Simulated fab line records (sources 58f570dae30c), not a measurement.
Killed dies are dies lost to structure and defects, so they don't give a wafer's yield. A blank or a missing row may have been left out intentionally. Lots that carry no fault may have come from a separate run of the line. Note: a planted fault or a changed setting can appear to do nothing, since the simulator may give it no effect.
2 desks looking at one fault | flow berkeley-cmos170 | what lay behind the numbers comes last; until then each desk has only its own

== AT THE METROLOGY DESK ==
What the gauges read for every lot (on any tool): the sampled wafers with a number, averaged. Marked OUT: a lot whose mean sits more than 4 standard deviations from the usual mean, which makes it out of limits; the brackets give that distance.
Columns: A = cd-nm at UCB170_M3_CD_MEAS_15, usual 699.3 nm
lot  | first seen here | A
L619 | day 7 18:08     | 699.2
L620 | day 7 18:22     | 697.6
L621 | day 8 02:46     | 700.7
L623 | day 8 12:03     | 695.7
L622 | day 8 17:13     | 699.0
L625 | day 9 11:13     | 698.3
L627 | day 9 12:19     | 701.7
L626 | day 9 12:43     | 699.3
L628 | day 9 17:47     | 698.6
L632 | day 10 17:30    | 702.5
L636 | day 11 20:16    | 698.6
L638 | day 11 23:17    | 699.3
L640 | day 12 16:26    | 700.1
L639 | day 12 16:52    | 699.0
This desk found nothing out of limits on any of the 14 lots.

== DESK OF THE TOOL OWNER: plasma-asher-03 ==
The tool's own readings at UCB170_V2_STRIP_15 (strips in O2): means of the sampled wafers that have a number, for each lot that ran on this tool. Marked OUT: a lot whose mean sits more than 4 standard deviations from the usual mean, which makes it out of limits; the brackets give that distance.
Columns: A = drypump-motor-current-A at UCB170_V2_STRIP_15, usual 5.6 A; B = o2-flow-sccm at UCB170_V2_STRIP_15, usual 400.0 sccm; C = oes-product-au at UCB170_V2_STRIP_15, usual 0.722 a.u.; D = strip-time-to-endpoint-s at UCB170_V2_STRIP_15, usual 15.33 s
lot  | first seen here | A   | B                       | C               | D
L619 | day 7 15:23     | 5.2 | 400.5                   | 0.719           | 15.33
L620 | day 7 15:38     | 5.3 | 399.2                   | 0.722           | 15.30
L623 | day 8 08:17     | 5.3 | 400.5                   | 0.718           | 15.46
L625 | day 9 08:46     | 5.2 | 399.9                   | 0.721           | 15.17
L627 | day 9 09:59     | 5.2 | 201.5 (-99 or more) OUT | 0.664 (-13) OUT | 17.47 (+21) OUT
L628 | day 9 15:06     | 5.2 | 200.1 (-99 or more) OUT | 0.661 (-14) OUT | 17.45 (+21) OUT
L640 | day 12 12:54    | 5.2 | 399.6                   | 0.722           | 15.28
Finding of this desk: L627, L628 out of limits; the first was L627 at day 9 09:59, on o2-flow-sccm at UCB170_V2_STRIP_15. L619, L620, L623, L625, L640: within limits.

== BROUGHT TOGETHER ==
An alarm could have come from the tool owner's desk at day 9 09:59, on L627, L628.
The metrology desk saw nothing out of limits.
The metrology desk holds a record of L627, L628, inside its limits.
Of the lots named, all ran UCB170_V2_STRIP_15 on plasma-asher-03.

== WHAT THE SIMULATOR PUT IN ==
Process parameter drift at UCB170_V2_STRIP_15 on plasma-asher-03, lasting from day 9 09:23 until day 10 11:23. A move of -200 in setting o2-flow-sccm, from 400. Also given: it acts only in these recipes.
Shown lots that were struck: L627, L628.
How many hours passed from the start of the fault until each desk's first out-of-limits reading: the tool owner's desk, 1.
